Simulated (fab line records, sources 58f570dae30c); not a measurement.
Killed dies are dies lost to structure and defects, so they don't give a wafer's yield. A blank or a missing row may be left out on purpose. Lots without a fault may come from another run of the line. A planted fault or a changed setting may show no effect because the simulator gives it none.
Tool commonality check | flow berkeley_cmos170 | 14 lots, 48 wafers sampled

WHY IT WAS OPENED
At UCB170_SDANNEAL_RS_MEAS_03 the reading NSD_RS is flagged on 2 of 14 lots. Wafers without a fault read 37.27 ohm/sq, standard deviation 0.09.
Rule: a lot is flagged when every wafer of it that has a number lies more than 4 standard deviations from that mean, or none has a number. The other lots count as sound.

lot  | measured     | on            | NSD_RS (ohm/sq), wafer by wafer     | flag
L691 | day 6 11:16  | film_metro-01 | 37.37 37.38 37.35                   |
L694 | day 7 03:35  | film_metro-02 | 37.33 37.16 37.32                   |
L693 | day 7 03:50  | film_metro-03 | 37.13 37.21 37.18                   |
L692 | day 7 03:58  | film_metro-01 | 37.20 37.17 37.33                   |
L695 | day 7 17:17  | film_metro-01 | 37.30 37.40 37.30                   |
L696 | day 8 03:29  | film_metro-01 | 37.09 37.21 37.22                   |
L701 | day 8 22:24  | film_metro-03 | 45.34 45.54 45.45 45.25 45.43 45.40 | FLAGGED
L700 | day 8 22:31  | film_metro-02 | 37.36 37.12 37.09                   |
L702 | day 9 15:58  | film_metro-03 | 45.41 45.20 45.44 45.47 45.33 45.38 | FLAGGED
L708 | day 10 15:39 | film_metro-02 | 37.25 37.26 37.20                   |
L707 | day 10 15:58 | film_metro-01 | 37.28 37.40 37.33                   |
L710 | day 11 05:56 | film_metro-02 | 37.42 37.39 37.34                   |
L713 | day 11 10:27 | film_metro-01 | 37.25 37.14 37.29                   |
L712 | day 11 11:08 | film_metro-01 | 37.41 37.26 37.40                   |
The numbers of the flagged lots are 45.39 ohm/sq on average: +8.12 ohm/sq against the usual, or +90 standard deviations.

WHICH TOOL RAN EACH LOT
The record holds 3 process steps before the reading, out of a route of 331 steps. In each cell: the tool, then ch and the chambers that the sampled wafers went through, then the start.
lot  | flag    | UCB170_GATE_STRIP_16                 | UCB170_NSD_IMPLANT_08           | UCB170_NSD_STRIP_09
L691 |         | plasma_asher-03 ch 0,1, day 5 17:25  | implanter-02 ch 0, day 6 09:48  | plasma_asher-03 ch 0,1, day 6 09:55
L694 |         | plasma_asher-03 ch 0,1, day 6 12:08  | implanter-02 ch 0, day 7 02:07  | plasma_asher-04 ch 0,1, day 7 02:14
L693 |         | plasma_asher-04 ch 0,1, day 6 12:22  | implanter-03 ch 0, day 7 02:13  | plasma_asher-03 ch 0,1, day 7 02:22
L692 |         | plasma_asher-02 ch 0,1, day 6 12:13  | implanter-04 ch 0, day 7 02:27  | plasma_asher-02 ch 0,1, day 7 02:36
L695 |         | plasma_asher-04 ch 0,1, day 7 04:14  | implanter-04 ch 0, day 7 15:49  | plasma_asher-03 ch 0,1, day 7 15:58
L696 |         | plasma_asher-02 ch 1, day 7 12:01    | implanter-02 ch 0, day 8 01:35  | plasma_asher-04 ch 0,1, day 8 01:44
L701 | FLAGGED | plasma_asher-03 ch 0,1, day 8 08:33  | implanter-04 ch 0, day 8 17:58  | plasma_asher-04 ch 0,1, day 8 18:07
L700 |         | plasma_asher-04 ch 0,1, day 8 08:28  | implanter-02 ch 0, day 8 17:46  | plasma_asher-03 ch 0,1, day 8 17:55
L702 | FLAGGED | plasma_asher-04 ch 0,1, day 8 22:44  | implanter-04 ch 0, day 9 14:17  | plasma_asher-03 ch 0,1, day 9 14:26
L708 |         | plasma_asher-03 ch 0,1, day 10 01:02 | implanter-02 ch 0, day 10 12:48 | plasma_asher-02 ch 0,1, day 10 12:56
L707 |         | plasma_asher-03 ch 0,1, day 10 00:44 | implanter-03 ch 0, day 10 13:01 | plasma_asher-03 ch 0,1, day 10 13:08
L710 |         | plasma_asher-02 ch 0,1, day 10 14:02 | implanter-03 ch 0, day 11 04:23 | plasma_asher-03 ch 0,1, day 11 04:32
L713 |         | plasma_asher-03 ch 0,1, day 10 21:19 | implanter-02 ch 0, day 11 08:54 | plasma_asher-03 ch 0,1, day 11 09:03
L712 |         | plasma_asher-03 ch 0,1, day 10 21:59 | implanter-03 ch 0, day 11 09:38 | plasma_asher-04 ch 0,1, day 11 09:47
What these steps do:
- UCB170_GATE_STRIP_16: strips in O2.
- UCB170_NSD_IMPLANT_08
- UCB170_NSD_STRIP_09: strips in O2.
- UCB170_SDANNEAL_RS_MEAS_03: measures by four-point-probe.

FLAGGED OVER TOTAL, TOOL BY TOOL (the gauges that took the reading come last)
step                       | tool            | lots run | flagged | share of the flagged lots | sound lots run after its first flagged lot
UCB170_GATE_STRIP_16       | plasma_asher-02 | 3        | 0       | none                      | -
UCB170_GATE_STRIP_16       | plasma_asher-03 | 7        | 1       | some                      | 4 (L707,L708,L713,L712)
UCB170_GATE_STRIP_16       | plasma_asher-04 | 4        | 1       | some                      | 0
UCB170_NSD_IMPLANT_08      | implanter-02    | 6        | 0       | none                      | -
UCB170_NSD_IMPLANT_08      | implanter-03    | 4        | 0       | none                      | -
UCB170_NSD_IMPLANT_08      | implanter-04    | 4        | 2       | all                       | 0
UCB170_NSD_STRIP_09        | plasma_asher-02 | 2        | 0       | none                      | -
UCB170_NSD_STRIP_09        | plasma_asher-03 | 8        | 1       | some                      | 3 (L707,L710,L713)
UCB170_NSD_STRIP_09        | plasma_asher-04 | 4        | 1       | some                      | 1 (L712)
UCB170_SDANNEAL_RS_MEAS_03 | film_metro-01   | 7        | 0       | none                      | -
UCB170_SDANNEAL_RS_MEAS_03 | film_metro-02   | 4        | 0       | none                      | -
UCB170_SDANNEAL_RS_MEAS_03 | film_metro-03   | 3        | 2       | all                       | 0

WHAT THE TABLE ALLOWS
2 rows of the table ran every flagged lot: implanter-04 at UCB170_NSD_IMPLANT_08, film_metro-03 at UCB170_SDANNEAL_RS_MEAS_03.
- implanter-04 at UCB170_NSD_IMPLANT_08: 2 of its 4 lots flagged. Its last sound lot is L695 (day 7 15:49), its first flagged lot L701 (day 8 17:58): a fault that began between those two fits. Its own readings lie more than 4 standard deviations out on every wafer of the flagged lots: dose_ions_cm2, faraday_current_uA.
- film_metro-03 at UCB170_SDANNEAL_RS_MEAS_03: 2 of its 3 lots flagged. Its last sound lot is L693 (day 7 03:50), its first flagged lot L701 (day 8 22:24): a fault that began between those two fits.
Counting lots can't tell these 2 tools apart, because each fits a fault that began at some hour. More lots, or a look at what each step does to the wafer, might.

WHAT THE SIMULATOR HAD PUT IN
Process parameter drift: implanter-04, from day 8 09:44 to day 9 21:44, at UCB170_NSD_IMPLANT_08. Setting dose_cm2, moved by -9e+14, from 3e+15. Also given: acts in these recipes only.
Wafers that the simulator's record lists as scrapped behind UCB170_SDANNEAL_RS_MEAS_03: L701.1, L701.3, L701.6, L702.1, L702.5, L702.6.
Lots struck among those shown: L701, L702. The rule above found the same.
